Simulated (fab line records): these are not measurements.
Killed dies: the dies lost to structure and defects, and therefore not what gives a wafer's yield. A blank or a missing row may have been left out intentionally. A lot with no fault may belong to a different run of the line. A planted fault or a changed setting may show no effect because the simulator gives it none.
Comparing a struck lot with a sound one    flow berkeley_cmos170    14 steps out of a route of 331
Sound: the wafers L360.1, L360.2, L360.3. Struck: wafers L351.2, L351.4, L351.5. The cause is named last.
Per side, at each step with rows, come the tool, then ch with its chambers, and then its first start. Under that, the readings that differ: sound wafers    struck wafers    difference of the means    sigmas: that difference in standard deviations of wafers without a fault.
alike: words and numbers the same on both sides, and readings whose means are apart by under 2 such deviations; not compared: readings that were withheld, readings missing a value for some wafer, numbers with overlapping values and no deviation given by the record, and bounds like >300 which may hide the same value.
Wherever a step has rows on one side only, a row that says differs or no value, or a row with sigmas, the two part there. Non-overlapping numbers with no deviation appear without sigmas and do not part them. Lack of a reading on every wafer of one side parts them only where that side has two or more wafers.

first, 1 step without rows for these wafers: UCB170_SILICIDE_PRE_CLEAN_00 (preclean etch time 60 s).
UCB170_SILICIDE_SPUTTER_01: material Ti, target thk 30 nm, time 25 s.
  struck on pvd_sputter-03, day 8 17:53; sound on pvd_sputter-03, day 10 19:07
  alike: throttle_valve_pct
UCB170_SILICIDE_RS_MEAS_02: a four-point-probe measurement.
  struck on film_metro-02, day 8 17:56; sound on film_metro-03, day 10 19:09
  alike: SILICIDE_TI_RS
UCB170_SILICIDE_THK_MEAS_03: measures by xrf.
  struck on film_metro-02, day 8 18:02; sound on film_metro-03, day 10 19:16
  alike: SILICIDE_TI_THK
UCB170_SILICIDE_RTA_04: time 15 s.
  sound on rtp_anneal-01 ch 0, day 10 19:20; struck on rtp_anneal-01 ch 0, day 8 18:07
  alike: lamp_power_pct, wafer_temp_C_max
then, 3 steps without rows for these wafers: UCB170_SILICIDE_WET_ETCH_05 (etches Ti in SPM, time 45 s); UCB170_CONTACT_CLEAN_00 (cleans in SPM, time 600 s); UCB170_CONTACT_CVD_01 (deposits PSG from SiH4/O2/PH3, target thk 700 nm, time 2820 s).
UCB170_CONTACT_THK_MEAS_02:
  struck on film_metro-01, day 8 20:51; sound on film_metro-01, day 10 21:23
  alike: CONTACT_PSG_THK
then, 3 steps without rows for these wafers: UCB170_CONTACT_HMDS_03 (prime time 60 s); UCB170_CONTACT_COAT_04 (resist thk 900 nm); UCB170_CONTACT_SOFTBAKE_05 (time 60 s).
UCB170_CONTACT_STRIP_06: strips in O2.
  sound on plasma_asher-03 ch 0,1, day 10 21:54; struck on plasma_asher-02 ch 0,1, day 8 21:23
  no value came back on the struck wafers for chamber_pressure_mTorr (mTorr), drypump_motor_current_A (A), oes_product_au (a.u.), strip_time_to_endpoint_s (s); on the sound wafers chamber_pressure_mTorr (mTorr) reads 3497 3505 3500
reading                                   sound  struck           difference  sigmas
model.KrF_of_CONTACT_COAT_04.thk_nm (nm)  0 0 0  900.7 904 899.9  +901.5      
  not compared: rf_hours_counter_h
then, 1 step without rows for these wafers: UCB170_CONTACT_CLEAN_07 (cleans in SPM, time 600 s).

WHERE THEY PART
UCB170_CONTACT_STRIP_06 only, going by this record.

WHY: the cause the simulator had injected
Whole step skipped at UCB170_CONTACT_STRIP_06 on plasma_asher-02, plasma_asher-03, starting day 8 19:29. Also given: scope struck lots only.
